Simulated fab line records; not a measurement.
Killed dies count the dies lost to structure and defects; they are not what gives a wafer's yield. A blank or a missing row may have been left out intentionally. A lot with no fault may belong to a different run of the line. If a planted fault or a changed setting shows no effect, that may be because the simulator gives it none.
fab line records + flow berkeley_cmos170
record
- lots=14
- wafers=42
- last_day=12
route steps=331 shown M1@252 V1@255 M2@286
lots untouched by any fault: they come from a run of this same line in which no faults occurred
start_h: hours from the record's first day to the start of the lot's first wafer shown + wait_h: hours since the lot's step before + " repeats the value in the row above + L1.1+2: one row covering several wafers at once + - no value, or no start was given + * or withheld: withheld + < > ~ a bound
route shown NAME@n: names a module that has steps shown in the file, with the first one's number in the route + usual: mean and standard deviation over wafers with no fault + same: alike in all rows + chamber/n: place in a boat + sites: each site's reading + _std_site: the standard deviation of these + _edge_site: the outer-site mean with the inner-site mean subtracted + radius_mm: for every site, how far away it sits from the centre of the wafer + mask NAME#n: copy n + behind: tool/chamber where the wafer was last shaped + hold: why the lot went on hold/how many hours it stayed there/how the hold came to an end + device: the n, p or np transistor that did not switch + end of line: the route-end tests of the same wafers + a step without rows: its recipe alone + killed: not the wafer's yield, but the dies lost to structure and defects at the first sort + map: the dies of a wafer, with x for killed, . for not killed, _ for no die there
set.NAME: setting as actually run; set.NAME@STEP: the setting as run at that earlier step + model.NAME: the simulator's own value behind a step, which no gauge read
the route's steps for a sample of lots (tables are steps, rows are wafers)
services: the hour from which a tool's chamber was out of use, counted from the record's first day as start_h (under 0 if before that day), plus the number of hours and why
## steps
# step UCB170_M1_CD_MEAS_90
# recipe
- target_cd_nm=700
# usual
- cd_nm=700.1/2.2
| lot.wafer | tool      | chamber | start_h | wait_h | cd_nm |
|-----------|-----------|---------|---------|--------|-------|
| L900.2    | cd_sem-01 | -       | 156.89  | 0.1    | 695.9 |
| L900.5    | "         | -       | "       | "      | 696.5 |
| L900.6    | "         | -       | "       | "      | 698.3 |
| L901.1    | cd_sem-01 | -       | 158.13  | 0.1    | 700.3 |
| L901.2    | "         | -       | "       | "      | 698.9 |
| L901.6    | "         | -       | "       | "      | 699.6 |
| L902.3    | cd_sem-02 | -       | 158.53  | 0.1    | 697.3 |
| L902.4    | "         | -       | "       | "      | 699.2 |
| L902.6    | "         | -       | "       | "      | 698.1 |
| L905.2    | cd_sem-01 | -       | 171.58  | 0.1    | 701.1 |
| L905.3    | "         | -       | "       | "      | 697.3 |
| L905.5    | "         | -       | "       | "      | 697.6 |
| L903.2    | cd_sem-02 | -       | 172.00  | 0.1    | 702.0 |
| L903.3    | "         | -       | "       | "      | 701.5 |
| L903.4    | "         | -       | "       | "      | 700.4 |
| L904.1    | cd_sem-02 | -       | 172.87  | 0.1    | 701.8 |
| L904.3    | "         | -       | "       | "      | 701.2 |
| L904.5    | "         | -       | "       | "      | 701.8 |
| L906.3    | cd_sem-02 | -       | 185.85  | 0.1    | 697.6 |
| L906.5    | "         | -       | "       | "      | 699.1 |
| L906.6    | "         | -       | "       | "      | 699.9 |
| L907.3    | cd_sem-01 | -       | 186.14  | 0.1    | 701.1 |
| L907.4    | "         | -       | "       | "      | 698.9 |
| L907.6    | "         | -       | "       | "      | 700.0 |
| L908.2    | cd_sem-02 | -       | 203.66  | 0.1    | 698.7 |
| L908.4    | "         | -       | "       | "      | 700.7 |
| L908.6    | "         | -       | "       | "      | 698.6 |
| L919.1    | cd_sem-02 | -       | 235.35  | 0.1    | 701.6 |
| L919.2    | "         | -       | "       | "      | 703.9 |
| L919.4    | "         | -       | "       | "      | 707.4 |
| L920.4    | cd_sem-02 | -       | 256.06  | 0.1    | 697.7 |
| L920.5    | "         | -       | "       | "      | 701.0 |
| L920.6    | "         | -       | "       | "      | 699.1 |
| L922.1    | cd_sem-02 | -       | 264.07  | 0.3    | 699.3 |
| L922.4    | "         | -       | "       | "      | 699.6 |
| L922.6    | "         | -       | "       | "      | 698.0 |
| L921.2    | cd_sem-02 | -       | 269.99  | 0.4    | 695.9 |
| L921.4    | "         | -       | "       | "      | 697.3 |
| L921.5    | "         | -       | "       | "      | 698.9 |
| L923.2    | cd_sem-01 | -       | 276.85  | 0.1    | 700.2 |
| L923.4    | "         | -       | "       | "      | 699.0 |
| L923.5    | "         | -       | "       | "      | 699.8 |
# step UCB170_V1_THK_MEAS_01
# recipe
- reads=SiO2_of_V1_CVD_00
# usual
- V1_TEOS_THK=1997/23
| lot.wafer | tool          | chamber | start_h | wait_h | V1_TEOS_THK[nm] |
|-----------|---------------|---------|---------|--------|-----------------|
| L900.2    | film_metro-03 | -       | 163.84  | 0.1    | 1986            |
| L900.5    | "             | -       | "       | "      | 2004            |
| L900.6    | "             | -       | "       | "      | 2021            |
| L901.1    | film_metro-04 | -       | 163.86  | 0.1    | 1983            |
| L901.2    | "             | -       | "       | "      | 1967            |
| L901.6    | "             | -       | "       | "      | 1997            |
| L902.3    | film_metro-02 | -       | 164.00  | 0.1    | 1989            |
| L902.4    | "             | -       | "       | "      | 2000            |
| L902.6    | "             | -       | "       | "      | 2036            |
| L903.2    | film_metro-04 | -       | 175.54  | 0.1    | 1974            |
| L903.3    | "             | -       | "       | "      | 2004            |
| L903.4    | "             | -       | "       | "      | 2034            |
| L905.2    | film_metro-03 | -       | 175.54  | 0.1    | 1996            |
| L905.3    | "             | -       | "       | "      | 1985            |
| L905.5    | "             | -       | "       | "      | 2026            |
| L904.1    | film_metro-02 | -       | 175.60  | 0.2    | 1986            |
| L904.3    | "             | -       | "       | "      | 2000            |
| L904.5    | "             | -       | "       | "      | 1980            |
| L906.3    | film_metro-04 | -       | 189.77  | 0.1    | 1968            |
| L906.5    | "             | -       | "       | "      | 1992            |
| L906.6    | "             | -       | "       | "      | 1985            |
| L907.3    | film_metro-03 | -       | 189.77  | 0.1    | 1961            |
| L907.4    | "             | -       | "       | "      | 1989            |
| L907.6    | "             | -       | "       | "      | 1994            |
| L908.2    | film_metro-03 | -       | 206.75  | 0.1    | 1954            |
| L908.4    | "             | -       | "       | "      | 2007            |
| L908.6    | "             | -       | "       | "      | 2000            |
| L919.1    | film_metro-02 | -       | 240.65  | 0.1    | 2001            |
| L919.2    | "             | -       | "       | "      | 2004            |
| L919.4    | "             | -       | "       | "      | 2017            |
| L920.4    | film_metro-04 | -       | 261.07  | 0.0    | 2006            |
| L920.5    | "             | -       | "       | "      | 2014            |
| L920.6    | "             | -       | "       | "      | 2032            |
| L922.1    | film_metro-04 | -       | 267.97  | 0.1    | 1959            |
| L922.4    | "             | -       | "       | "      | 1983            |
| L922.6    | "             | -       | "       | "      | 1973            |
| L921.2    | film_metro-02 | -       | 272.29  | 0.1    | 2000            |
| L921.4    | "             | -       | "       | "      | 2043            |
| L921.5    | "             | -       | "       | "      | 2022            |
| L923.2    | film_metro-03 | -       | 283.98  | 0.1    | 1960            |
| L923.4    | "             | -       | "       | "      | 1999            |
| L923.5    | "             | -       | "       | "      | 1994            |
# step UCB170_M2_CD_MEAS_15
# recipe
- target_cd_nm=700
# usual
- cd_nm=699.7/1.4
| lot.wafer | tool      | chamber | start_h | wait_h | cd_nm |
|-----------|-----------|---------|---------|--------|-------|
| L900.2    | cd_sem-01 | -       | 168.69  | -      | 698.4 |
| L900.5    | "         | -       | "       | "      | 698.3 |
| L900.6    | "         | -       | "       | "      | 699.0 |
| L901.1    | cd_sem-01 | -       | 169.76  | -      | 700.1 |
| L901.2    | "         | -       | "       | "      | 699.6 |
| L901.6    | "         | -       | "       | "      | 700.8 |
| L902.3    | cd_sem-02 | -       | 169.91  | -      | 700.5 |
| L902.4    | "         | -       | "       | "      | 699.9 |
| L902.6    | "         | -       | "       | "      | 699.0 |
| L905.2    | cd_sem-02 | -       | 179.71  | -      | 701.0 |
| L905.3    | "         | -       | "       | "      | 700.4 |
| L905.5    | "         | -       | "       | "      | 700.5 |
| L903.2    | cd_sem-01 | -       | 180.06  | -      | 700.5 |
| L903.3    | "         | -       | "       | "      | 700.5 |
| L903.4    | "         | -       | "       | "      | 701.3 |
| L904.1    | cd_sem-01 | -       | 180.30  | -      | 700.2 |
| L904.3    | "         | -       | "       | "      | 700.6 |
| L904.5    | "         | -       | "       | "      | 701.0 |
| L906.3    | cd_sem-02 | -       | 196.40  | -      | 698.0 |
| L906.5    | "         | -       | "       | "      | 696.3 |
| L906.6    | "         | -       | "       | "      | 698.3 |
| L907.3    | cd_sem-01 | -       | 196.64  | -      | 700.0 |
| L907.4    | "         | -       | "       | "      | 702.6 |
| L907.6    | "         | -       | "       | "      | 701.8 |
| L908.2    | cd_sem-02 | -       | 213.27  | -      | 701.3 |
| L908.4    | "         | -       | "       | "      | 699.6 |
| L908.6    | "         | -       | "       | "      | 698.9 |
| L919.1    | cd_sem-02 | -       | 245.04  | -      | 699.3 |
| L919.2    | "         | -       | "       | "      | 698.6 |
| L919.4    | "         | -       | "       | "      | 700.3 |
| L920.4    | cd_sem-02 | -       | 269.55  | -      | 698.6 |
| L920.5    | "         | -       | "       | "      | 698.1 |
| L920.6    | "         | -       | "       | "      | 697.4 |
| L922.1    | cd_sem-02 | -       | 274.85  | -      | 702.5 |
| L922.4    | "         | -       | "       | "      | 703.5 |
| L922.6    | "         | -       | "       | "      | 703.2 |
| L921.2    | cd_sem-01 | -       | 278.23  | -      | 700.4 |
| L921.4    | "         | -       | "       | "      | 698.9 |
| L921.5    | "         | -       | "       | "      | 699.7 |
| L923.2    | cd_sem-02 | -       | 288.36  | -      | 699.7 |
| L923.4    | "         | -       | "       | "      | 699.7 |
| L923.5    | "         | -       | "       | "      | 699.0 |
# step UCB170_M2_ETCH_17
# recipe
- chemistry=N2/H2
- target_depth_a=withheld
- overetch_a=withheld
- target=BARC
- time_s=withheld
- source_w=500
- bias_w=100
- pressure_mtorr=30
- n2_flow_sccm=100
- h2_flow_sccm=200
# usual
- bias_w=100.0/0.32
- chamber_pressure_mTorr=29.996/0.027
- drypump_motor_current_A=5.5/0.32
- oes_product_au=0.999/0.018
- throttle_valve_pct=13.36/0.19
| lot.wafer | tool        | chamber | start_h | wait_h | bias_w | chamber_pressure_mTorr | drypump_motor_current_A | oes_product_au | throttle_valve_pct |
|-----------|-------------|---------|---------|--------|--------|------------------------|-------------------------|----------------|--------------------|
| L900.2    | rie_diel-01 | 0       | 168.82  | 0.0    | 100.1  | 29.943                 | 4.9                     | 0.996          | 13.09              |
| L900.5    | "           | 0       | "       | "      | 100.1  | 29.950                 | 4.9                     | 0.990          | 13.08              |
| L900.6    | "           | 1       | "       | "      | 100.5  | 29.993                 | 5.2                     | 1.009          | 13.39              |
| L901.1    | rie_diel-03 | 2       | 169.92  | 0.0    | 100.0  | 30.048                 | 5.9                     | 1.044          | 13.52              |
| L901.2    | "           | 3       | "       | "      | 99.6   | 29.985                 | 5.3                     | 0.987          | 13.44              |
| L901.6    | "           | 3       | "       | "      | 99.7   | 30.038                 | 5.4                     | 0.983          | 13.46              |
| L902.3    | rie_diel-01 | 0       | 170.02  | 0.0    | 99.9   | 30.020                 | 4.9                     | 0.991          | 13.10              |
| L902.4    | "           | 1       | "       | "      | 99.9   | 29.993                 | 5.3                     | 1.008          | 13.39              |
| L902.6    | "           | 2       | "       | "      | 100.2  | 30.015                 | 5.8                     | 1.006          | 13.21              |
| L905.2    | rie_diel-01 | 2       | 179.84  | 0.0    | 99.8   | 29.993                 | 5.8                     | 1.009          | 13.22              |
| L905.3    | "           | 3       | "       | "      | 100.2  | 29.987                 | 5.5                     | 1.006          | 13.51              |
| L905.5    | "           | 2       | "       | "      | 99.9   | 30.011                 | 5.8                     | 1.016          | 13.20              |
| L903.2    | rie_diel-02 | 2       | 180.19  | 0.0    | 100.0  | 30.005                 | 5.2                     | 1.007          | 13.42              |
| L903.3    | "           | 0       | "       | "      | 100.4  | 30.016                 | 5.4                     | 0.994          | 13.29              |
| L903.4    | "           | 1       | "       | "      | 100.0  | 30.000                 | 6.0                     | 0.988          | 13.58              |
| L904.1    | rie_diel-03 | 3       | 180.45  | 0.0    | 99.6   | 29.983                 | 5.3                     | 0.985          | 13.46              |
| L904.3    | "           | 1       | "       | "      | 99.9   | 29.991                 | 5.4                     | 0.985          | 13.63              |
| L904.5    | "           | 1       | "       | "      | 100.1  | 29.993                 | 5.3                     | 0.988          | 13.61              |
| L906.3    | rie_diel-01 | 1       | 196.51  | 0.0    | 99.9   | 29.993                 | 5.2                     | 1.017          | 13.41              |
| L906.5    | "           | 1       | "       | "      | 99.9   | 30.007                 | 5.3                     | 1.019          | 13.40              |
| L906.6    | "           | 0       | "       | "      | 100.4  | 29.957                 | 4.9                     | 0.981          | 13.08              |
| L907.3    | rie_diel-02 | 3       | 196.76  | 0.0    | 100.4  | 29.983                 | 5.1                     | 0.973          | 13.11              |
| L907.4    | "           | 1       | "       | "      | 99.6   | 29.977                 | 6.0                     | 0.979          | 13.59              |
| L907.6    | "           | 1       | "       | "      | 99.5   | 29.989                 | 6.0                     | 0.974          | 13.57              |
| L908.2    | rie_diel-02 | 2       | 213.41  | 0.0    | 99.8   | 29.985                 | 5.2                     | 1.012          | 13.43              |
| L908.4    | "           | 1       | "       | "      | 100.3  | 29.929                 | 6.0                     | 0.985          | 13.58              |
| L908.6    | "           | 1       | "       | "      | 100.4  | 29.985                 | 6.0                     | 0.985          | 13.60              |
| L919.1    | rie_diel-02 | 3       | 245.19  | 0.0    | -      | -                      | -                       | -              | -                  |
| L919.2    | "           | 1       | "       | "      | -      | -                      | -                       | -              | -                  |
| L919.4    | "           | 0       | "       | "      | -      | -                      | -                       | -              | -                  |
| L920.4    | rie_diel-01 | 0       | 269.65  | 0.0    | -      | -                      | -                       | -              | -                  |
| L920.5    | "           | 1       | "       | "      | -      | -                      | -                       | -              | -                  |
| L920.6    | "           | 2       | "       | "      | -      | -                      | -                       | -              | -                  |
| L922.1    | rie_diel-03 | 1       | 275.01  | 0.0    | 99.4   | 29.983                 | 5.3                     | 0.993          | 13.63              |
| L922.4    | "           | 0       | "       | "      | 101.0  | 30.012                 | 5.8                     | 1.024          | 13.02              |
| L922.6    | "           | 1       | "       | "      | 99.5   | 30.019                 | 5.3                     | 0.979          | 13.62              |
| L921.2    | rie_diel-02 | 0       | 278.37  | 0.0    | 99.9   | 30.004                 | 5.4                     | 0.989          | 13.26              |
| L921.4    | "           | 2       | "       | "      | 100.3  | 30.010                 | 5.2                     | 1.000          | 13.43              |
| L921.5    | "           | 0       | "       | "      | 99.8   | 30.042                 | 5.4                     | 0.982          | 13.28              |
| L923.2    | rie_diel-03 | 2       | 288.50  | 0.0    | 100.2  | 29.969                 | 5.9                     | 0.993          | 13.53              |
| L923.4    | "           | 0       | "       | "      | 100.4  | 30.032                 | 5.8                     | 1.029          | 13.03              |
| L923.5    | "           | 3       | "       | "      | 100.1  | 29.983                 | 5.3                     | 0.966          | 13.46              |
# step UCB170_M2_METAL_ETCH_18
# recipe
- chemistry=Cl2/BCl3
- target=Al
- stop_on=SiO2
- pressure_mtorr=12
- target_depth_a=11700
- over_etch_frac=0.3
- time_s=195
- icp_w=600
- bias_w=120
- Cl2_flow_sccm=90
- bcl3_flow_sccm=45
# usual
- bcl3_flow_sccm=45.01/0.11
- bias_w=120.0/0.35
- drypump_motor_current_A=5.96/0.24
- oes_product_au=0.855/0.015
- throttle_valve_pct=24.34/0.18
| lot.wafer | tool         | chamber | start_h | wait_h | bcl3_flow_sccm | bias_w | drypump_motor_current_A | oes_product_au | rf_hours_counter_h | throttle_valve_pct |
|-----------|--------------|---------|---------|--------|----------------|--------|-------------------------|----------------|--------------------|--------------------|
| L900.2    | rie_metal-01 | 1       | 168.93  | -      | 44.80          | 120.1  | 5.99                    | 0.851          | -                  | 24.44              |
| L900.5    | "            | 1       | "       | "      | 44.82          | 119.8  | 6.00                    | 0.853          | -                  | 24.44              |
| L900.6    | "            | 1       | "       | "      | 44.96          | 119.8  | 5.98                    | 0.859          | -                  | 24.44              |
| L901.1    | rie_metal-03 | 1       | 169.96  | -      | 44.96          | 119.8  | 5.68                    | 0.846          | 4                  | 24.33              |
| L901.2    | "            | 0       | "       | "      | 44.98          | 119.7  | 5.92                    | 0.833          | 10                 | 24.28              |
| L901.6    | "            | 1       | "       | "      | 45.07          | 120.0  | 5.66                    | 0.843          | -                  | 24.35              |
| L902.3    | rie_metal-01 | 1       | 170.19  | -      | 45.15          | 119.9  | 5.97                    | 0.851          | -                  | 24.43              |
| L902.4    | "            | 1       | "       | "      | 45.24          | 120.7  | 5.99                    | 0.849          | -                  | 24.44              |
| L902.6    | "            | 1       | "       | "      | 44.96          | 120.3  | 5.98                    | 0.844          | -                  | 24.45              |
| L905.2    | rie_metal-01 | 0       | 179.89  | -      | 45.19          | 120.3  | 6.31                    | 0.864          | 0                  | 23.94              |
| L905.3    | "            | 1       | "       | "      | 44.80          | 119.9  | 5.99                    | 0.854          | -                  | 24.44              |
| L905.5    | "            | 0       | "       | "      | 44.98          | 120.1  | 6.36                    | 0.863          | -                  | 23.93              |
| L903.2    | rie_metal-02 | 1       | 180.30  | -      | 45.07          | 119.7  | 6.20                    | 0.866          | -                  | 24.28              |
| L903.3    | "            | 1       | "       | "      | 45.09          | 119.4  | 6.21                    | 0.862          | -                  | 24.30              |
| L903.4    | "            | 1       | "       | "      | 45.11          | 119.2  | 6.19                    | 0.853          | -                  | 24.30              |
| L904.1    | rie_metal-03 | 1       | 180.49  | -      | 45.13          | 120.6  | 5.71                    | 0.846          | 5                  | 24.35              |
| L904.3    | "            | 1       | "       | "      | 45.19          | 120.2  | 5.68                    | 0.844          | -                  | 24.35              |
| L904.5    | "            | 0       | "       | "      | 44.95          | 120.1  | 5.96                    | 0.832          | -                  | 24.28              |
| L906.3    | rie_metal-01 | 1       | 196.62  | -      | 44.91          | 120.4  | 5.98                    | 0.865          | -                  | 24.43              |
| L906.5    | "            | 0       | "       | "      | 45.13          | 119.7  | 6.31                    | 0.864          | -                  | 23.94              |
| L906.6    | "            | 1       | "       | "      | 45.07          | 120.2  | 5.98                    | 0.847          | -                  | 24.44              |
| L907.3    | rie_metal-03 | 1       | 196.86  | -      | 45.05          | 120.0  | 5.68                    | 0.840          | -                  | 24.35              |
| L907.4    | "            | 0       | "       | "      | 45.24          | 119.7  | 5.94                    | 0.830          | -                  | 24.29              |
| L907.6    | "            | 0       | "       | "      | 45.20          | 119.8  | 5.97                    | 0.828          | -                  | 24.28              |
| L908.2    | rie_metal-02 | 0       | 213.45  | -      | 44.91          | 120.0  | 5.66                    | 0.855          | 0                  | 24.54              |
| L908.4    | "            | 0       | "       | "      | 44.81          | 120.4  | 5.65                    | 0.851          | -                  | 24.54              |
| L908.6    | "            | 1       | "       | "      | 44.95          | 119.6  | 6.22                    | 0.857          | -                  | 24.29              |
| L919.1    | rie_metal-02 | 0       | 245.23  | -      | 45.08          | 120.3  | 5.64                    | 0.373          | 2                  | 24.78              |
| L919.2    | "            | 1       | "       | "      | 45.22          | 120.4  | 6.20                    | 0.381          | 3                  | 24.55              |
| L919.4    | "            | 0       | "       | "      | 45.19          | 120.3  | 5.65                    | 0.367          | -                  | 24.77              |
| L920.4    | rie_metal-02 | 1       | 269.75  | -      | 44.96          | 120.0  | 6.20                    | 0.369          | -                  | 24.52              |
| L920.5    | "            | 1       | "       | "      | 45.00          | 119.7  | 6.21                    | 0.378          | -                  | 24.52              |
| L920.6    | "            | 0       | "       | "      | 45.03          | 120.4  | 5.64                    | 0.369          | -                  | 24.77              |
| L922.1    | rie_metal-01 | 0       | 275.05  | -      | 44.91          | 119.9  | 6.33                    | 0.870          | 2                  | 23.95              |
| L922.4    | "            | 1       | "       | "      | 44.75          | 119.9  | 5.97                    | 0.855          | -                  | 24.43              |
| L922.6    | "            | 0       | "       | "      | 45.06          | 119.8  | 6.32                    | 0.869          | -                  | 23.94              |
| L921.2    | rie_metal-02 | 0       | 278.41  | -      | 45.13          | 120.0  | 5.64                    | 0.865          | 2                  | 24.52              |
| L921.4    | "            | 0       | "       | "      | 45.01          | 120.3  | 5.66                    | 0.865          | -                  | 24.54              |
| L921.5    | "            | 0       | "       | "      | 45.08          | 120.4  | 5.66                    | 0.873          | -                  | 24.52              |
| L923.2    | rie_metal-02 | 0       | 288.60  | -      | 44.94          | 120.8  | 5.66                    | 0.872          | -                  | 24.52              |
| L923.4    | "            | 0       | "       | "      | 45.11          | 120.5  | 5.66                    | 0.879          | -                  | 24.53              |
| L923.5    | "            | 0       | "       | "      | 44.99          | 120.2  | 5.68                    | 0.877          | -                  | 24.54              |
# step UCB170_M2_CD_MEAS_90
# recipe
- target_cd_nm=700
# usual
- cd_nm=700.1/2.3
| lot.wafer | tool      | chamber | start_h | wait_h | cd_nm |
|-----------|-----------|---------|---------|--------|-------|
| L900.2    | cd_sem-01 | -       | 169.36  | 0.1    | 699.0 |
| L900.5    | "         | -       | "       | "      | 697.3 |
| L900.6    | "         | -       | "       | "      | 698.1 |
| L901.1    | cd_sem-01 | -       | 170.25  | 0.1    | 699.7 |
| L901.2    | "         | -       | "       | "      | 703.6 |
| L901.6    | "         | -       | "       | "      | 703.1 |
| L902.3    | cd_sem-02 | -       | 170.58  | 0.1    | 699.1 |
| L902.4    | "         | -       | "       | "      | 698.9 |
| L902.6    | "         | -       | "       | "      | 696.6 |
| L905.2    | cd_sem-02 | -       | 180.19  | 0.1    | 698.8 |
| L905.3    | "         | -       | "       | "      | 698.3 |
| L905.5    | "         | -       | "       | "      | 698.9 |
| L903.2    | cd_sem-02 | -       | 180.73  | 0.1    | 702.5 |
| L903.3    | "         | -       | "       | "      | 703.9 |
| L903.4    | "         | -       | "       | "      | 703.6 |
| L904.1    | cd_sem-01 | -       | 180.78  | 0.1    | 699.7 |
| L904.3    | "         | -       | "       | "      | 702.5 |
| L904.5    | "         | -       | "       | "      | 703.1 |
| L906.3    | cd_sem-02 | -       | 196.88  | 0.1    | 698.4 |
| L906.5    | "         | -       | "       | "      | 693.8 |
| L906.6    | "         | -       | "       | "      | 697.5 |
| L907.3    | cd_sem-01 | -       | 197.13  | 0.1    | 698.9 |
| L907.4    | "         | -       | "       | "      | 702.6 |
| L907.6    | "         | -       | "       | "      | 703.3 |
| L908.2    | cd_sem-02 | -       | 214.11  | 0.4    | 703.9 |
| L908.4    | "         | -       | "       | "      | 700.2 |
| L908.6    | "         | -       | "       | "      | 699.8 |
| L919.1    | cd_sem-02 | -       | 245.52  | 0.1    | -     |
| L919.2    | "         | -       | "       | "      | -     |
| L919.4    | "         | -       | "       | "      | -     |
| L920.4    | cd_sem-02 | -       | 270.15  | 0.2    | -     |
| L920.5    | "         | -       | "       | "      | -     |
| L920.6    | "         | -       | "       | "      | -     |
| L922.1    | cd_sem-02 | -       | 275.34  | 0.1    | 701.2 |
| L922.4    | "         | -       | "       | "      | 705.4 |
| L922.6    | "         | -       | "       | "      | 705.2 |
| L921.2    | cd_sem-02 | -       | 278.72  | 0.1    | 700.9 |
| L921.4    | "         | -       | "       | "      | 697.9 |
| L921.5    | "         | -       | "       | "      | 699.6 |
| L923.2    | cd_sem-02 | -       | 289.04  | 0.1    | 699.7 |
| L923.4    | "         | -       | "       | "      | 698.1 |
| L923.5    | "         | -       | "       | "      | 700.4 |
## services
| tool         | chamber | start_h | hours | kind           |
|--------------|---------|---------|-------|----------------|
| rie_metal-02 | 1       | 151.41  | -     | clean          |
| rie_metal-02 | 1       | 151.41  | 16.9  | scheduled_down |
| rie_metal-02 | 1       | 151.41  | 16.9  | vent_cycle     |
| rie_diel-03  | 0       | 153.65  | 5.4   | repair         |
| rie_metal-01 | 0       | 159.02  | -     | clean          |
| rie_metal-01 | 0       | 159.02  | 15.0  | scheduled_down |
| rie_metal-01 | 0       | 159.02  | 15.0  | vent_cycle     |
| rie_diel-02  | 1       | 167.29  | 9.5   | repair         |
| rie_metal-02 | 0       | 169.54  | -     | clean          |
| rie_metal-02 | 0       | 169.54  | 25.3  | scheduled_down |
| rie_metal-02 | 0       | 169.54  | 25.3  | vent_cycle     |
| rie_diel-01  | 0       | 175.24  | 6.2   | repair         |
| rie_diel-02  | 3       | 204.85  | 1.3   | repair         |
| rie_diel-03  | -       | 221.34  | 0.3   | repair         |
| rie_diel-03  | 3       | 231.53  | 5.3   | repair         |
| rie_diel-03  | 0       | 241.29  | -     | clean          |
| rie_diel-03  | 0       | 241.29  | 25.9  | scheduled_down |
| rie_diel-03  | 0       | 241.29  | 25.9  | vent_cycle     |
| rie_diel-01  | 1       | 246.04  | 6.4   | repair         |
| rie_diel-03  | -       | 249.81  | 0.5   | repair         |
| rie_diel-03  | 2       | 267.17  | -     | clean          |
| rie_diel-03  | 2       | 267.17  | 18.7  | scheduled_down |
| rie_diel-02  | 1       | 283.14  | 3.4   | repair         |
| rie_metal-02 | -       | 286.51  | 1.4   | pm             |
## key
first_sign
- step=UCB170_M2_ETCH_17
- reading=tool_record
- direction=missing
effect
- step=UCB170_M2_METAL_ETCH_18
- reading=oes_product_au
- direction=down
- sigmas=33
- usual=0.855
- struck=0.373
effect
- step=UCB170_M2_CD_MEAS_90
- reading=cd_nm
- direction=missing
met_at UCB170_M2_ETCH_17
struck_lots L919,L920
later_rows_left_out L919.1,L919.2,L919.4,L920.4,L920.5,L920.6
sort_left_out L919.1,L919.2,L919.4,L920.4,L920.5,L920.6
not_acting_at UCB170_M1_CD_MEAS_90,UCB170_V1_THK_MEAS_01,UCB170_M2_CD_MEAS_15
onset_between 213.41 245.19
fault
- kind=skipped_step_whole
- tool=rie_diel-01,rie_diel-02
- chamber=-
- onset_h=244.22
- steps=UCB170_M2_ETCH_17
- scope=struck_lots_only
# sort_left_out: the simulated sort isn't trusted on such a fault, so these wafers' sort isn't shown, and their yield isn't known
# later_rows_left_out: the simulator's readings of these wafers behind a module that went badly wrong aren't trusted and aren't shown, but for the sort
